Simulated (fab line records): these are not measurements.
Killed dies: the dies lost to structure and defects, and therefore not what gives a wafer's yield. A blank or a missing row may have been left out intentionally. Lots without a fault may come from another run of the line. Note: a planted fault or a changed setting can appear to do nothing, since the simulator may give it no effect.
What tool caused it? || flow rit cmos || 14 lots, 42 wafers sampled, at 2 steps of a route of 202

== WHAT THE GAUGES SHOWED, per wafer ==
RIT_FOX2_THK_MEAS_91.
{"lot": "L292", "measured": "day 2 19:34", "on": "film metro-02", "FIELD_OXIDE_LEFT_2_THK (nm)": "251 254 257"}
{"lot": "L293", "measured": "day 3 01:30", "on": "film metro-01", "FIELD_OXIDE_LEFT_2_THK (nm)": "257 256 253"}
{"lot": "L294", "measured": "day 3 04:08", "on": "film metro-03", "FIELD_OXIDE_LEFT_2_THK (nm)": "258 256 256"}
{"lot": "L296", "measured": "day 3 12:04", "on": "film metro-01", "FIELD_OXIDE_LEFT_2_THK (nm)": "262 261 256"}
{"lot": "L297", "measured": "day 3 18:48", "on": "film metro-01", "FIELD_OXIDE_LEFT_2_THK (nm)": "327 320 316"}
{"lot": "L298", "measured": "day 4 00:54", "on": "film metro-03", "FIELD_OXIDE_LEFT_2_THK (nm)": "306 307 308"}
{"lot": "L299", "measured": "day 4 09:04", "on": "film metro-01", "FIELD_OXIDE_LEFT_2_THK (nm)": "248 252 258"}
{"lot": "L307", "measured": "day 5 23:39", "on": "film metro-01", "FIELD_OXIDE_LEFT_2_THK (nm)": "252 257 253"}
{"lot": "L308", "measured": "day 6 01:32", "on": "film metro-01", "FIELD_OXIDE_LEFT_2_THK (nm)": "261 263 258"}
{"lot": "L310", "measured": "day 6 12:18", "on": "film metro-03", "FIELD_OXIDE_LEFT_2_THK (nm)": "263 258 258"}
{"lot": "L311", "measured": "day 6 13:16", "on": "film metro-01", "FIELD_OXIDE_LEFT_2_THK (nm)": "259 257 260"}
{"lot": "L312", "measured": "day 6 20:58", "on": "film metro-03", "FIELD_OXIDE_LEFT_2_THK (nm)": "249 245 248"}
{"lot": "L313", "measured": "day 7 02:10", "on": "film metro-01", "FIELD_OXIDE_LEFT_2_THK (nm)": "264 261 261"}
{"lot": "L314", "measured": "day 7 07:43", "on": "film metro-03", "FIELD_OXIDE_LEFT_2_THK (nm)": "265 270 269"}

== TOOL THAT RAN EACH LOT (tool first, then ch and the chambers of the sampled wafers, then the start) ==
{"lot": "L292", "RIT_GATE_WET_ETCH_00": "wet bench-04 ch 0, day 2 19:08"}
{"lot": "L293", "RIT_GATE_WET_ETCH_00": "wet bench-04 ch 1, day 3 00:50"}
{"lot": "L294", "RIT_GATE_WET_ETCH_00": "wet bench-01 ch 1, day 3 03:41"}
{"lot": "L296", "RIT_GATE_WET_ETCH_00": "wet bench-04 ch 1, day 3 11:35"}
{"lot": "L297", "RIT_GATE_WET_ETCH_00": "wet bench-01 ch 1, day 3 18:22"}
{"lot": "L298", "RIT_GATE_WET_ETCH_00": "wet bench-02 ch 0, day 4 00:29"}
{"lot": "L299", "RIT_GATE_WET_ETCH_00": "wet bench-02 ch 0, day 4 08:38"}
{"lot": "L307", "RIT_GATE_WET_ETCH_00": "wet bench-04 ch 1, day 5 23:14"}
{"lot": "L308", "RIT_GATE_WET_ETCH_00": "wet bench-01 ch 3, day 6 01:07"}
{"lot": "L310", "RIT_GATE_WET_ETCH_00": "wet bench-04 ch 2, day 6 11:52"}
{"lot": "L311", "RIT_GATE_WET_ETCH_00": "wet bench-01 ch 0, day 6 12:49"}
{"lot": "L312", "RIT_GATE_WET_ETCH_00": "wet bench-04 ch 3, day 6 20:31"}
{"lot": "L313", "RIT_GATE_WET_ETCH_00": "wet bench-01 ch 0, day 7 01:43"}
{"lot": "L314", "RIT_GATE_WET_ETCH_00": "wet bench-01 ch 0, day 7 07:17"}
- RIT_GATE_WET_ETCH_00: etches SiO2 in BOE, target depth 56 nm, time 60 s.

== WHAT THE TOOLS THEMSELVES READ (means of the sampled wafers that have a number; where no wafer has one, the mark that the record gives instead) ==
RIT_GATE_WET_ETCH_00.
{"lot": "L292", "tool": "wet bench-04", "bath heat duty pct (%)": 1.7, "run length s (s)": 85.5}
{"lot": "L293", "tool": "wet bench-04", "bath heat duty pct (%)": 1.9, "run length s (s)": 91.5}
{"lot": "L294", "tool": "wet bench-01", "bath heat duty pct (%)": 2.0, "run length s (s)": 88.7}
{"lot": "L296", "tool": "wet bench-04", "bath heat duty pct (%)": 1.6, "run length s (s)": 91.6}
{"lot": "L297", "tool": "wet bench-01", "bath heat duty pct (%)": "-", "run length s (s)": "-"}
{"lot": "L298", "tool": "wet bench-02", "bath heat duty pct (%)": "-", "run length s (s)": "-"}
{"lot": "L299", "tool": "wet bench-02", "bath heat duty pct (%)": 1.8, "run length s (s)": 84.4}
{"lot": "L307", "tool": "wet bench-04", "bath heat duty pct (%)": 2.1, "run length s (s)": 83.9}
{"lot": "L308", "tool": "wet bench-01", "bath heat duty pct (%)": 1.6, "run length s (s)": 86.5}
{"lot": "L310", "tool": "wet bench-04", "bath heat duty pct (%)": 1.9, "run length s (s)": 85.3}
{"lot": "L311", "tool": "wet bench-01", "bath heat duty pct (%)": 1.9, "run length s (s)": 86.8}
{"lot": "L312", "tool": "wet bench-04", "bath heat duty pct (%)": 2.2, "run length s (s)": 84.9}
{"lot": "L313", "tool": "wet bench-01", "bath heat duty pct (%)": 2.4, "run length s (s)": 93.6}
{"lot": "L314", "tool": "wet bench-01", "bath heat duty pct (%)": 2.1, "run length s (s)": 86.9}

== THE ANSWER, worked out from the rows above alone ==
Rule: the usual values come from the lots themselves. The widest of any qualifying gaps counts: lots, ordered by their means at a reading, are off when they make up no more than a third of the lots, leave a main group of 4 or more, and stand apart from it by 3 or more times the standard deviation of that group's means. Not used: any main group whose means are identical at the precision the tables above print for the reading. A lot without any number at a reading at which 4 lots or more have one is off too. The other lots that the step has rows for count as sound. The gauges are gone through in route order, then the tools' own readings, and for those a lot's mean is taken as printed above. The first step at which some lot is off is used, and at that step the reading that is off furthest; a lot without a number counts as furthest.
Off: L297, L298, at RIT_FOX2_THK_MEAS_91 (FIELD_OXIDE_LEFT_2_THK). The main group has a mean of 257 nm with a standard deviation of 5.1.
If a tool, at a process step before that reading, ran all the lots that are off and no sound lot after the first of them, it fits. The gauges at RIT_FOX2_THK_MEAS_91 aren't tried: what is off there is off at RIT_GATE_WET_ETCH_00 too, on other tools, and a gauge's error can't cause that. Of those tried, none fits.

== WHAT WAS PUT IN BY THE SIMULATOR ==
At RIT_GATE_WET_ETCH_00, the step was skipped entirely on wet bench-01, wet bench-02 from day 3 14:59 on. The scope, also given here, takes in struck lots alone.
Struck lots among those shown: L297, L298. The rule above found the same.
